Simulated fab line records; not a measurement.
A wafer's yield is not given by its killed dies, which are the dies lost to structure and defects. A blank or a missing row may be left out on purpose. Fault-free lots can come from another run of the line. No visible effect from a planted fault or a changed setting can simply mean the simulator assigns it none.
Struck lot and sound lot, side by side ; flow rit cmos ; 14 out of 202 route steps
Sound: the wafers L387.1, L387.3, L387.4. The struck wafers were L405.1, L405.3, L405.6. The cause comes at the end.
For every step that has rows: the tool of each side, followed by ch and its chambers, followed by its first start. Under that, the readings that differ: sound wafers ; struck wafers ; difference of the means ; sigmas: that difference in standard deviations of wafers without a fault.
alike: readings with means less than 2 such deviations apart, plus words and numbers identical on both sides. not compared: withheld readings, readings lacking a value on some wafer, bounds such as >300 that could conceal the same value, and numbers that have no deviation in the record and whose values overlap.
The two part at a step that has a row with sigmas, a row that says differs or no value, or rows on one side only. Non-overlapping numbers with no deviation appear without sigmas and do not part them. A reading missing from all wafers of one side parts the sides only when that side holds two or more wafers.

first, 2 steps without rows for these wafers: RIT_PWELL_HARDBAKE_07 (time 120 s); RIT_PWELL_IMPLANT_08.
RIT_PWELL_STRIP_09: strips in O2, time 180 s.
  sound on plasma asher-04 ch 0,1, day 2 13:44; struck on plasma asher-02 ch 1, day 6 07:19
  alike: drypump motor current A
  not compared: rf hours counter h
RIT_PWELL_TW_MEAS_10:
  struck on film metro-03, day 6 07:29; sound on film metro-04, day 2 13:55
  alike: PWELL_TW
then, 1 step without rows for these wafers: RIT_WELLDRIVE_ANNEAL_00 (time 14700 s).
RIT_WELLDRIVE_RS_MEAS_01: measures by four-point-probe.
  struck on film metro-02, day 6 12:38; sound on film metro-03, day 2 19:22
  alike: NWELL_RS
RIT_WELLDRIVE_RS_MEAS_02: measures by four-point-probe.
  struck on film metro-02, day 6 12:45; sound on film metro-03, day 2 19:29
  alike: PWELL_RS
then, 5 steps without rows for these wafers: RIT_NRETRO_HMDS_00 (prime time 60 s); RIT_NRETRO_COAT_01 (resist thk 1300 nm); RIT_NRETRO_SOFTBAKE_02 (time 60 s); RIT_NRETRO_EXPOSE_03 (exposes mask M4, target cd 43900 nm); RIT_NRETRO_PEB_04.
RIT_NRETRO_DEVELOP_05: develop time 68 s.
  sound on litho track-01 ch 0, day 2 20:00; struck on litho track-02, day 6 13:00
  no value came back on the struck wafers for chill plate temp C (C), develop time s (s); on the sound wafers chill plate temp C (C) reads 23.14 23.04 23.01
RIT_NRETRO_OVL_MEAS_06:
  struck on overlay-01, day 6 13:52; sound on overlay-02, day 2 20:29
reading;sound;struck;difference;sigmas
NRETRO_OVL (nm);-1.8 -2.1 -1.8;- - -;no value on the struck wafers;

WHERE THEY PART
First at RIT_NRETRO_DEVELOP_05; last, within this record, at RIT_NRETRO_OVL_MEAS_06.

WHY: whatever the simulator had introduced
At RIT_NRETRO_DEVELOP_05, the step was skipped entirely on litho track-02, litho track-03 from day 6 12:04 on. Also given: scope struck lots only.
